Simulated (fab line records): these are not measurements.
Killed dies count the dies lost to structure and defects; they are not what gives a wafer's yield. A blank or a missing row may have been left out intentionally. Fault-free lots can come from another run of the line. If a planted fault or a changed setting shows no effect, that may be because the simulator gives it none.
Comparing a struck lot with a sound one -- flow berkeley_cmos170 -- 15 out of 331 route steps
Sound: these wafers, L625.3, L625.4, L625.6. Struck: wafer L636.1 (left out: L636.4, L636.5 of the same lot, which were not struck); the cause appears at the end.
Order at every step that has rows: each side's tool, ch and its chambers, its first start. Under that, the readings that differ: sound wafers -- struck wafers -- difference of the means -- sigmas: that difference in standard deviations of wafers without a fault.
alike: readings whose means differ by less than 2 such deviations, and words and numbers that are the same on both sides. not compared: withheld readings, readings that some wafer has no value for, bounds like >300 that may hide the same value, and numbers for which the record gives no deviation and whose values overlap.
Wherever a step has rows on one side only, a row that says differs or no value, or a row with sigmas, the two part there. Numbers that have no deviation but don't overlap get no sigmas and don't part them. Lack of a reading on every wafer of one side parts them only where that side has two or more wafers.

first, 1 step without rows for these wafers: UCB170_M3_SOFTBAKE_06 (time 60 s).
UCB170_M3_STRIP_07: strips in O2.
  sound on plasma_asher-04 ch 0,1, day 10 05:10; struck on plasma_asher-04 ch 1, day 12 14:01
reading,sound,struck,difference,sigmas
rf_hours_counter_h (h),- - -,55,no value on the sound wafers,
  alike: drypump_motor_current_A, oes_product_au, strip_time_to_endpoint_s
then, 7 steps without rows for these wafers: UCB170_M3_STRIP_08 (strips KrF in DMSO, time 600 s); UCB170_M3_COAT_09; UCB170_M3_COAT_10 (resist thk 900 nm); UCB170_M3_SOFTBAKE_11 (time 60 s); UCB170_M3_EXPOSE_12 (exposes mask METAL3, target cd 700 nm); UCB170_M3_PEB_13; UCB170_M3_DEVELOP_14 (develop time 45 s).
UCB170_M3_CD_MEAS_15: the cd target is 700 nm.
  sound on cd_sem-01 at day 10 07:11; struck on cd_sem-01 at day 12 15:31
  alike: cd_nm
UCB170_M3_OVL_MEAS_16:
  sound on overlay-02 at day 10 07:17; struck on overlay-02 at day 12 15:38
  alike: M3_OVL
UCB170_M3_ETCH_17: etches BARC in N2/H2.
  sound on rie_diel-04 ch 0,1,2, day 10 07:18; struck on rie_diel-01 ch 2, day 12 15:40
reading,sound,struck,difference,sigmas
n2_flow_sccm (sccm),100.2 99.6 100.3,99.4,-0.6,-2
  alike: bias_w, chamber_pressure_mTorr, drypump_motor_current_A, oes_product_au, throttle_valve_pct
UCB170_M3_METAL_ETCH_18: etches Al in Cl2/BCl3, stops on SiO2, target depth 1170 nm, time 195 s.
  sound on rie_metal-04 ch 0,1, day 10 07:25; struck on rie_metal-03 ch 0, day 12 15:43
reading,sound,struck,difference,sigmas
chamber_pressure_mTorr (mTorr),11.993 12.000 12.010,14.418,+2.417,+99 or more
rf_hours_counter_h (h),- - -,7,no value on the sound wafers,
  alike: bcl3_flow_sccm, bias_w, drypump_motor_current_A, oes_product_au, throttle_valve_pct
UCB170_M3_STRIP_19: strips in O2.
  sound on plasma_asher-01 ch 0,1, day 10 07:34; struck on plasma_asher-01 ch 0, day 12 15:53
reading,sound,struck,difference,sigmas
rf_hours_counter_h (h),- - -,16,no value on the sound wafers,
  alike: drypump_motor_current_A, oes_product_au
UCB170_M3_PROBE_99:
  rows exist in the record for the sound wafers here (prober-01, day 10 07:58), none for the struck ones

WHERE THEY PART
At UCB170_M3_STRIP_07 first; at UCB170_M3_PROBE_99 last (within this record only).

WHY: what the simulator had put in
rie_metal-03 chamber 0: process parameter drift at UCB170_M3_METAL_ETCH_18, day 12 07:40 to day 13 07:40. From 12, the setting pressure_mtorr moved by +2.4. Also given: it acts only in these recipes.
